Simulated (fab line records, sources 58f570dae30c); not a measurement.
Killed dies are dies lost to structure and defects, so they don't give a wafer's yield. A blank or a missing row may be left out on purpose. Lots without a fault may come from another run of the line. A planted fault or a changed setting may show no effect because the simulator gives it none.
Which tool did it? | flow berkeley_cmos170 | 11 lots, 33 wafers sampled, at 3 steps of a route of 331

WHAT THE GAUGES READ, wafer by wafer
UCB170_NWELL_THK_MEAS_02.
lot  | measured    | on            | NWELL_OXIDE_THK (nm)
L817 | day 2 05:09 | film_metro-03 | 26.8 26.6 26.3
L818 | day 2 07:26 | film_metro-03 | 27.1 26.7 27.0
L824 | day 3 08:44 | film_metro-01 | 26.7 26.6 26.6
L826 | day 3 19:36 | film_metro-03 | 25.7 25.6 25.6
L832 | day 5 00:48 | film_metro-04 | 26.7 26.3 26.8
L833 | day 5 07:20 | film_metro-03 | 26.9 26.6 26.8
L835 | day 5 15:55 | film_metro-04 | 26.4 26.2 25.9
L836 | day 6 03:46 | film_metro-01 | 25.9 25.9 26.2
L838 | day 6 10:36 | film_metro-04 | 25.8 26.1 26.6
L839 | day 6 10:36 | film_metro-03 | 26.7 26.4 26.3
L840 | day 6 16:19 | film_metro-04 | 26.2 26.1 26.4

UCB170_V1_CD_MEAS_90: target cd 700 nm.
lot  | measured     | on        | cd_nm (nm)
L817 | day 7 19:59  | cd_sem-01 | 700.1 700.0 698.6
L818 | day 7 19:50  | cd_sem-01 | 700.3 702.8 699.7
L824 | day 8 18:14  | cd_sem-01 | 701.4 700.9 703.0
L826 | day 9 05:14  | cd_sem-01 | 698.9 700.6 700.6
L832 | day 10 07:37 | cd_sem-02 | 701.0 702.2 699.4
L833 | day 10 22:25 | cd_sem-02 | 698.4 700.3 701.7
L835 | day 11 12:43 | cd_sem-01 | 698.5 695.8 698.0
L836 | day 11 10:59 | cd_sem-02 | 698.5 699.9 699.5
L838 | day 11 10:48 | cd_sem-02 | 698.2 698.3 699.5
L839 | day 11 10:43 | cd_sem-01 | 700.7 702.3 701.5
L840 | day 11 13:34 | cd_sem-01 | 700.9 699.6 702.4

UCB170_V2_THK_MEAS_01.
lot  | measured     | on            | V2_TEOS_THK (nm)
L817 | day 7 23:13  | film_metro-02 | 1973 1975 2014
L818 | day 7 22:57  | film_metro-02 | 1977 2008 2027
L824 | day 8 21:31  | film_metro-02 | 1964 2047 2008
L826 | day 9 08:37  | film_metro-02 | 1994 1998 2024
L832 | day 10 11:13 | film_metro-03 | 1981 2037 2016
L833 | day 11 01:19 | film_metro-02 | 2027 2000 2008
L835 | day 11 16:45 | film_metro-02 | 2010 2024 2018
L836 | day 11 16:09 | film_metro-01 | 1993 2023 2026
L838 | day 11 15:54 | film_metro-01 | 2003 1970 1950
L839 | day 11 15:47 | film_metro-03 | 2009 2026 2056
L840 | day 11 17:29 | film_metro-02 | 1997 1999 2037

WHICH TOOL RAN EACH LOT (tool, then ch and the chambers of the sampled wafers, then the start)
The record holds no process step before these readings.

WHAT THE TOOLS THEMSELVES READ (means of the sampled wafers that have a number; where no wafer has one, the mark that the record gives instead)
The record holds no such reading with a usual standard deviation.

THE ANSWER, worked out from the rows above alone
Rule: what is usual is taken from the lots themselves. Put in order of their means at a reading, lots are off if they are a third of the lots or fewer, leave a main group of 4 or more, and stand apart from it by a gap of 3 or more times the standard deviation of the main group's means; of several such gaps the widest counts. A main group whose means are all the same, to the digits that the tables above print for the reading, isn't used. A lot without any number at a reading at which 4 lots or more have one is off too. The other lots that the step has rows for count as sound. The gauges are gone through in route order, then the tools' own readings, and for those a lot's mean is taken as printed above. The first step at which some lot is off is used, and at that step the reading that is off furthest; a lot without a number counts as furthest.
No lot is off at any reading shown: from this, nothing can be told.

WHAT THE SIMULATOR HAD PUT IN
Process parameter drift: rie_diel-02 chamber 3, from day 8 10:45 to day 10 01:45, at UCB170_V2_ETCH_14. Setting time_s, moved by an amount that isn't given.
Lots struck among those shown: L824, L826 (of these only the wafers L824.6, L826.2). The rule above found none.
